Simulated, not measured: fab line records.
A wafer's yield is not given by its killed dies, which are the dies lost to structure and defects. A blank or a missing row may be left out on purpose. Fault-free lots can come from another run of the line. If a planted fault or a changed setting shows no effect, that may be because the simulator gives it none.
Which tool did it? ; flow berkeley_cmos170 ; 7 lots, 21 wafers sampled, at 2 steps of a route of 331

## WHAT THE GAUGES READ, wafer by wafer
UCB170_V1_CD_MEAS_90: target cd 700 nm.
lot;measured;on;cd_nm (nm)
L730;day 8 16:52;cd_sem-01;699.9 699.5 698.7
L733;day 9 09:55;cd_sem-02;701.2 700.6 701.6
L736;day 10 09:01;cd_sem-02;702.5 700.9 702.2
L739;day 10 22:22;cd_sem-02;700.3 699.5 699.0
L745;day 12 03:07;cd_sem-02;700.2 698.8 700.5
L746;day 12 08:40;cd_sem-01;702.5 701.9 701.8
L748;day 12 16:12;cd_sem-01;698.0 697.1 697.4

## WHAT TOOL EACH LOT RAN ON (gives the tool, then ch and the chambers of the sampled wafers, and finally the start)
lot;UCB170_CONTACT_STRIP_06
L730;plasma_asher-04 ch 0,1, day 8 09:18
L733;plasma_asher-02 ch 0,1, day 9 01:11
L736;plasma_asher-01 ch 0,1, day 10 01:05
L739;plasma_asher-04 ch 0,1, day 10 12:14
L745;plasma_asher-02 ch 0,1, day 11 18:58
L746;plasma_asher-02 ch 0,1, day 11 21:13
L748;plasma_asher-01 ch 0,1, day 12 04:14
- UCB170_CONTACT_STRIP_06: strips in O2.

## THE ANSWER, worked out from the rows above alone
Rule: the usual values come from the lots themselves. Put in order of their means at a reading, lots are off if they are a third of the lots or fewer, leave a main group of 4 or more, and stand apart from it by a gap of 3 or more times the standard deviation of the main group's means; of several such gaps the widest counts. The tables above print the reading to a certain number of digits; a main group whose means all agree to those digits is not used. Also off: a lot with no number at a reading for which 4 or more lots have one. The other lots that the step has rows for count as sound.
No lot is off on any of the readings shown, so nothing can be concluded from this.

## WHAT HAD BEEN PUT IN BY THE SIMULATOR
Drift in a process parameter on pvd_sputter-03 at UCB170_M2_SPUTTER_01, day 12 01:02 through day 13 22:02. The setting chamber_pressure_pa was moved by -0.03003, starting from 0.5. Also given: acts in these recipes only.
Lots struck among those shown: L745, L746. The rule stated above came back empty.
